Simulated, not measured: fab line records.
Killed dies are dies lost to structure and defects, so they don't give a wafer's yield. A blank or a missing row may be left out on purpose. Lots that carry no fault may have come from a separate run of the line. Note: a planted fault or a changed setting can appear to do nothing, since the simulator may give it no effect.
Check of tool commonality ; flow ritCmos ; 14 lots, 42 wafers sampled

== REASON IT WAS OPENED ==
Of 14 lots, 2 have the reading NLDD_TW flagged at RIT_NLDD_TW_MEAS_10. Wafers without a fault read 2490, standard deviation 20.
Rule: a lot gets a flag if all its wafers with a number sit over 4 standard deviations from that mean, or if no wafer of it has a number. As for the other lots, they are considered sound.

lot;measured;on;NLDD_TW, wafer by wafer;flag
L888;day 2 20:22;filmMetro-04;2498 2503 2501;
L890;day 3 06:30;filmMetro-04;2512 2497 2497;
L892;day 3 17:10;filmMetro-03;2934 2928 2950;FLAGGED
L893;day 3 20:34;filmMetro-04;2513 2502 2515;
L900;day 5 10:42;filmMetro-04;2977 2972 2963;FLAGGED
L902;day 5 21:29;filmMetro-03;2499 2495 2506;
L904;day 6 07:49;filmMetro-01;2459 2463 2460;
L905;day 6 12:55;filmMetro-04;2513 2506 2515;
L906;day 6 15:22;filmMetro-03;2497 2483 2485;
L907;day 6 18:01;filmMetro-01;2464 2474 2477;
L908;day 7 03:39;filmMetro-01;2473 2461 2454;
L909;day 7 06:58;filmMetro-03;2509 2512 2498;
L910;day 7 10:59;filmMetro-01;2458 2447 2457;
L911;day 7 18:30;filmMetro-01;2465 2467 2471;
The numbers of the flagged lots are 2954 on average: +464 against the usual, or +23 standard deviations.

== WHICH TOOL RAN EACH LOT ==
The record keeps 1 process step preceding the reading, out of 202 steps on the route. Every cell lists first the tool, next ch and the chambers used by the sampled wafers, and last the start.
lot;flag;RIT_NLDD_IMPLANT_08
L888;;implanter-01 ch 0, day 2 20:02
L890;;implanter-01 ch 0, day 3 06:11
L892;FLAGGED;implanter-01 ch 0, day 3 16:23
L893;;implanter-01 ch 0, day 3 20:15
L900;FLAGGED;implanter-03 ch 0, day 5 10:05
L902;;implanter-03 ch 0, day 5 21:10
L904;;implanter-01 ch 0, day 6 07:29
L905;;implanter-04 ch 0, day 6 12:36
L906;;implanter-01 ch 0, day 6 15:04
L907;;implanter-04 ch 0, day 6 17:42
L908;;implanter-01 ch 0, day 7 03:19
L909;;implanter-03 ch 0, day 7 06:41
L910;;implanter-03 ch 0, day 7 10:40
L911;;implanter-01 ch 0, day 7 18:11
What these steps do:
- RIT_NLDD_IMPLANT_08
- RIT_NLDD_TW_MEAS_10

== FLAGGED OVER TOTAL, TOOL BY TOOL (the gauges that took the reading come last) ==
step;tool;lots run;flagged;share of the flagged lots;sound lots run after its first flagged lot
RIT_NLDD_IMPLANT_08;implanter-01;8;1;some;5 (L893,L904,L906,L908,L911)
RIT_NLDD_IMPLANT_08;implanter-03;4;1;some;3 (L902,L909,L910)
RIT_NLDD_IMPLANT_08;implanter-04;2;0;none;-
RIT_NLDD_TW_MEAS_10;filmMetro-01;5;0;none;-
RIT_NLDD_TW_MEAS_10;filmMetro-03;4;1;some;3 (L902,L906,L909)
RIT_NLDD_TW_MEAS_10;filmMetro-04;5;1;some;1 (L905)

== WHAT IS ALLOWED BY THE TABLE ==
No row of the table ran every flagged lot.

== WHAT THE SIMULATOR HAD PUT IN ==
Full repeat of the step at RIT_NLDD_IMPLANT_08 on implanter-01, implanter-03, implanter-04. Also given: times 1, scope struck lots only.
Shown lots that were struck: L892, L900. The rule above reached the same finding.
